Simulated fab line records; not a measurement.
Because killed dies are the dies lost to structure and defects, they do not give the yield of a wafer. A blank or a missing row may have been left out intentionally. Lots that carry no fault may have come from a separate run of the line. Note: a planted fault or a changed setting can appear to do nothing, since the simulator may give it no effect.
What tool caused it? || flow berkeley-cmos170 || 21 wafers sampled from 7 lots at 1 step of a route of 331

WHAT EACH GAUGE READ, for each wafer
UCB170_FIELD_THK_MEAS_02.
{"lot": "L610", "measured": "day 5 13:16", "on": "film-metro-03", "FIELD_OXIDE_THK (nm)": "571 571 575"}
{"lot": "L613", "measured": "day 6 05:52", "on": "film-metro-02", "FIELD_OXIDE_THK (nm)": "585 582 577"}
{"lot": "L618", "measured": "day 6 11:28", "on": "film-metro-03", "FIELD_OXIDE_THK (nm)": "582 582 586"}
{"lot": "L619", "measured": "day 6 23:56", "on": "film-metro-02", "FIELD_OXIDE_THK (nm)": "564 559 559"}
{"lot": "L623", "measured": "day 7 18:04", "on": "film-metro-03", "FIELD_OXIDE_THK (nm)": "567 564 559"}
{"lot": "L630", "measured": "day 8 15:15", "on": "film-metro-04", "FIELD_OXIDE_THK (nm)": "553 555 558"}
{"lot": "L632", "measured": "day 9 06:35", "on": "film-metro-02", "FIELD_OXIDE_THK (nm)": "535 534 529"}

WHICH TOOL RAN EACH LOT (tool, then ch and the chambers of the sampled wafers, then the start)
No process step before these readings appears in the record.

THE ANSWER, worked out from the rows above alone
Rule: what is usual is taken from the lots themselves. Put in order of their means at a reading, lots are off if they are a third of the lots or fewer, leave a main group of 4 or more, and stand apart from it by a gap of 3 or more times the standard deviation of the main group's means; of several such gaps the widest counts. Not used: any main group whose means are identical at the precision the tables above print for the reading. A lot without any number at a reading at which 4 lots or more have one is off too. All remaining lots with rows at the step are treated as sound.
No lot is off at any reading shown: from this, nothing can be told.

WHAT WAS PUT IN BY THE SIMULATOR
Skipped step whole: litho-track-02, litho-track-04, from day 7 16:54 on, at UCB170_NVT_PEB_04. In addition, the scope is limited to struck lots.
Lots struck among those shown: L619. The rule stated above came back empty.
